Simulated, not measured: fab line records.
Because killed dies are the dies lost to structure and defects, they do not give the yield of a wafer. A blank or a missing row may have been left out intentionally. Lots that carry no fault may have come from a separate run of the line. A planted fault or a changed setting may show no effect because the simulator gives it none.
Split-lot experiment ; flow rit-cmos ; route with 202 steps; 5 lots, 23 wafers read

== THE SPLIT ==
At RIT_CONTACT_CVD_00 (deposits SiO2 from TEOS, target thk 400 nm, time 61 s), the setting time-s was moved away from the recipe's 61 s on 7 of the 23 wafers read, by -10.0% to +4.4%. This setting was run at the recipe's value on the other wafers.

Split to reading: the file shows no intervening step.

== THE READING ==
CONTACT_TEOS_THK (nm), taken at RIT_CONTACT_THK_MEAS_01. A value of 399 nm with a standard deviation of 5.2 nm is what fault-free wafers of this fab line usually give.

wafer;tool, chamber at the split;time-s as run, s;against the recipe;CONTACT_TEOS_THK, nm;against lot-mates on the recipe
L075.1;pecvd-03, 0;61;recipe;398;-
L075.2;pecvd-03, 1;61;recipe;396;-
L075.3;pecvd-03, 2;61;recipe;400;-
L075.4;pecvd-03, 1;61;recipe;394;-
L075.5;pecvd-03, 2;61;recipe;410;-
L076.1;pecvd-02, 1;61;recipe;399;-
L076.2;pecvd-02, 2;61;recipe;391;-
L076.3;pecvd-02, 0;63.68;+4.4%;413;+17
L076.4;pecvd-02, 0;63.68;+4.4%;414;+18
L076.6;pecvd-02, 1;61;recipe;398;-
L078.1;pecvd-03, 0;61;recipe;411;-
L078.2;pecvd-03, 1;61;recipe;392;-
L078.3;pecvd-03, 2;57.62;-5.5%;376;-26
L078.4;pecvd-03, 1;57.62;-5.5%;379;-22
L078.6;pecvd-03, 2;57.62;-5.5%;383;-18
L079.1;pecvd-02, 0;54.87;-10.0%;362;-42
L079.2;pecvd-02, 1;61;recipe;404;-
L079.3;pecvd-02, 2;61;recipe;397;-
L079.4;pecvd-02, 0;54.87;-10.0%;367;-37
L079.6;pecvd-02, 1;61;recipe;411;-
L082.1;pecvd-02, 0;61;recipe;397;-
L082.2;pecvd-02, 1;61;recipe;397;-
L082.3;pecvd-02, 2;61;recipe;395;-

THE FIT
A straight line over all 23 wafers: CONTACT_TEOS_THK changes by +3.46 nm for each +1% of time-s; r = +0.92; the points scatter about the line by 5.6 nm.
The same after taking each lot's own level away (the mean of its wafers on the recipe; 23 wafers): +3.96 nm for each +1%; r = +0.95; scatter 4.9 nm.
Per that fit: largest time-s move, reading shift of 40 nm.
The lots' own levels span 396.0 to 404.0 nm, that is 1.5 times the standard deviation above.
In other words, the slope is changed by the lot-to-lot level; the two fits disagree.
Check: with one of the wafers moved furthest among these (-10.0%) left out of the fit, the line predicts -38.8 nm for it against its lot-mates. Against them it came out at -42 nm.

== THE OTHER SPLITS THESE WAFERS WENT THROUGH ==
These wafers also went through other splits before the reading. Each is held against what the fit with the lots' levels taken away leaves over:
other split on the same wafers;wafers away from the commonest value;r with CONTACT_TEOS_THK (lot level and that fit taken away)
RIT_PSD_IMPLANT_08 energy-kev;11;+0.07

== THE WHOLE CHAIN: every reading that the file lists as answering this split, in the file's order ==
step;what it does;reading;change (the file's fit);r (the file's)
RIT_CONTACT_CVD_00;deposits SiO2 from TEOS, target thk 400 nm, time 61 s;SiO2_of_CONTACT_CVD_00.thk-nm (the simulator's own value, which no gauge read);+3.93 nm for each +1% of the setting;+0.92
RIT_CONTACT_THK_MEAS_01;;CONTACT_TEOS_THK;+3.94 for each +1% of the setting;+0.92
RIT_CONTACT_ETCH_11;etches SiO2 in CHF3/CF4/Ar, stops on TiSi2, target depth 480 nm, time 320 s;CONTACT.feature-depth-nm (the simulator's own value, which no gauge read);+3.93 nm for each +1% of the setting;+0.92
RIT_CONTACT_ETCH_11;etches SiO2 in CHF3/CF4/Ar, stops on TiSi2, target depth 480 nm, time 320 s;etch.depth-nm (the simulator's own value, which no gauge read);+3.93 nm for each +1% of the setting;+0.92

== FILE'S OWN FIT ==
CONTACT_TEOS_THK changes by +3.94 nm for each +1% of time-s, r = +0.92.
